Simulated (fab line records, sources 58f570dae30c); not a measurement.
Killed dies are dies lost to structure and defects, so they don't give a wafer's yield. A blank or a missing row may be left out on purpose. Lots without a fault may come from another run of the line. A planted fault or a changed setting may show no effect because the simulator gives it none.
A struck lot beside a sound one | flow berkeley_cmos170 | 14 steps out of a route of 331
Sound: wafers L153.1, L153.2, L153.5. Struck: wafers L142.1, L142.3, L142.6. The cause comes at the end.
At each step with rows: each side's tool, then ch and its chambers, then its first start. Under that, the readings that differ: sound wafers | struck wafers | difference of the means | sigmas: that difference in standard deviations of wafers without a fault.
alike: readings whose means differ by less than 2 such deviations, and words and numbers that are the same on both sides. not compared: withheld readings, readings that some wafer has no value for, bounds like >300 that may hide the same value, and numbers for which the record gives no deviation and whose values overlap.
The two part at a step that has a row with sigmas, a row that says differs or no value, or rows on one side only. Numbers that don't overlap but have no deviation are shown without sigmas and don't part them. A reading that every wafer of one side lacks parts them only if that side has two wafers or more.

first, 2 steps without rows for these wafers: UCB170_CONTACT_CLEAN_00 (cleans in SPM, time 600 s); UCB170_CONTACT_CVD_01 (deposits PSG from SiH4/O2/PH3, target thk 700 nm, time 2820 s).
UCB170_CONTACT_THK_MEAS_02:
  sound on film_metro-01, day 11 21:24; struck on film_metro-02, day 9 09:56
  alike: CONTACT_PSG_THK
then, 3 steps without rows for these wafers: UCB170_CONTACT_HMDS_03 (prime time 60 s); UCB170_CONTACT_COAT_04 (resist thk 900 nm); UCB170_CONTACT_SOFTBAKE_05 (time 60 s).
UCB170_CONTACT_STRIP_06: strips in O2.
  sound on plasma_asher-04 ch 0,1, day 11 22:03; struck on plasma_asher-02 ch 0,1, day 9 10:26
  alike: drypump_motor_current_A, oes_product_au, strip_time_to_endpoint_s
  not compared: rf_hours_counter_h
then, 1 step without rows for these wafers: UCB170_CONTACT_CLEAN_07 (cleans in SPM, time 600 s).
UCB170_CONTACT_RTA_08: time 10 s.
  sound on rtp_anneal-02 ch 0, day 11 22:31; struck on rtp_anneal-01 ch 0, day 9 10:43
  alike: anneal_temp_c_max, lamp_power_pct, wafer_temp_C_max
then, 3 steps without rows for these wafers: UCB170_CONTACT_COAT_09; UCB170_CONTACT_COAT_10 (resist thk 900 nm); UCB170_CONTACT_SOFTBAKE_11 (time 60 s).
UCB170_CONTACT_EXPOSE_12: exposes mask CONT, target cd 700 nm.
  sound on krf_scanner-02 ch 0, day 11 23:10; struck on krf_scanner-01, day 9 12:48
  no value came back on the struck wafers for exposure_dose_mJ_cm2, focus_offset_nm (nm), sigma_outer; on the sound wafers exposure_dose_mJ_cm2 reads 35.02 35.00 35.01
  alike: mask
then, 1 step without rows for these wafers: UCB170_CONTACT_PEB_13.

WHERE THEY PART
Only at UCB170_CONTACT_EXPOSE_12, within this record.

WHY: what the simulator had put in
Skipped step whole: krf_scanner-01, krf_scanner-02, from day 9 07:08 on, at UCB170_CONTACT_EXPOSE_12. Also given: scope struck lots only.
